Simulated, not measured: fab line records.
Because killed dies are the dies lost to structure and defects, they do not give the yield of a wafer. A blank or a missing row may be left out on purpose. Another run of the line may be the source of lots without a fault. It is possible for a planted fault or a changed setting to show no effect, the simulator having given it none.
Comparing a struck lot with a sound one ; flow rit-cmos ; 14 out of 202 route steps
Sound: the wafers L584.1, L584.3, L584.6. Struck: wafers L580.2, L580.4, L580.5. At the end, the cause is stated.
At each step with rows: each side's tool, then ch and its chambers, then its first start. Under that, the readings that differ: sound wafers ; struck wafers ; difference of the means ; sigmas: that difference in standard deviations of wafers without a fault.
alike: words and numbers the same on both sides, and readings whose means are apart by under 2 such deviations; not compared: readings that were withheld, readings missing a value for some wafer, numbers with overlapping values and no deviation given by the record, and bounds like >300 which may hide the same value.
Wherever a step has rows on one side only, a row that says differs or no value, or a row with sigmas, the two part there. Non-overlapping numbers with no deviation appear without sigmas and do not part them. A reading that every wafer of one side lacks parts them only if that side has two wafers or more.

first, 2 steps without rows for these wafers: RIT_NRETRO_PEB_04; RIT_NRETRO_DEVELOP_05 (develop time 68 s).
RIT_NRETRO_OVL_MEAS_06:
  sound: overlay-02 at day 5 05:16; struck: overlay-02 at day 4 04:31
  alike: NRETRO_OVL
then, 2 steps without rows for these wafers: RIT_NRETRO_HARDBAKE_07 (time 120 s); RIT_NRETRO_IMPLANT_08.
RIT_NRETRO_STRIP_09: strips in O2, time 180 s.
  sound on plasma-asher-03 ch 0,1, day 5 05:43; struck on plasma-asher-02 ch 0, day 4 04:56
  alike: drypump-motor-current-A
  not compared: rf-hours-counter-h
RIT_NRETRO_TW_MEAS_10:
  sound: film-metro-01 at day 5 05:53; struck: film-metro-04 at day 4 05:08
reading;sound;struck;difference;sigmas
NRETRO_TW;1027 1026 1034;1065 1068 1064;+37;+3
then, 5 steps without rows for these wafers: RIT_PRETRO_HMDS_00 (prime time 60 s); RIT_PRETRO_COAT_01 (resist thk 1300 nm); RIT_PRETRO_SOFTBAKE_02 (time 60 s); RIT_PRETRO_EXPOSE_03 (exposes mask M5, target cd 43700 nm); RIT_PRETRO_PEB_04.
RIT_PRETRO_DEVELOP_05: develop time 68 s.
  struck on litho-track-02, day 4 06:00; sound on litho-track-02 ch 0, day 5 06:00
  no value came back on the struck wafers for chill-plate-temp-C (C), develop-time-s (s), resist-line-temp-C (C); on the sound wafers chill-plate-temp-C (C) reads 22.96 23.08 23.03
RIT_PRETRO_OVL_MEAS_06:
  sound: overlay-01 at day 5 06:50; struck: overlay-02 at day 4 06:11
reading;sound;struck;difference;sigmas
PRETRO_OVL (nm);2.2 2.4 -0.2;- - -;no value on the struck wafers;

## WHERE THEY PART
Earliest at RIT_NRETRO_TW_MEAS_10; latest, in this record, at RIT_PRETRO_OVL_MEAS_06.

WHY: what had been put in by the simulator
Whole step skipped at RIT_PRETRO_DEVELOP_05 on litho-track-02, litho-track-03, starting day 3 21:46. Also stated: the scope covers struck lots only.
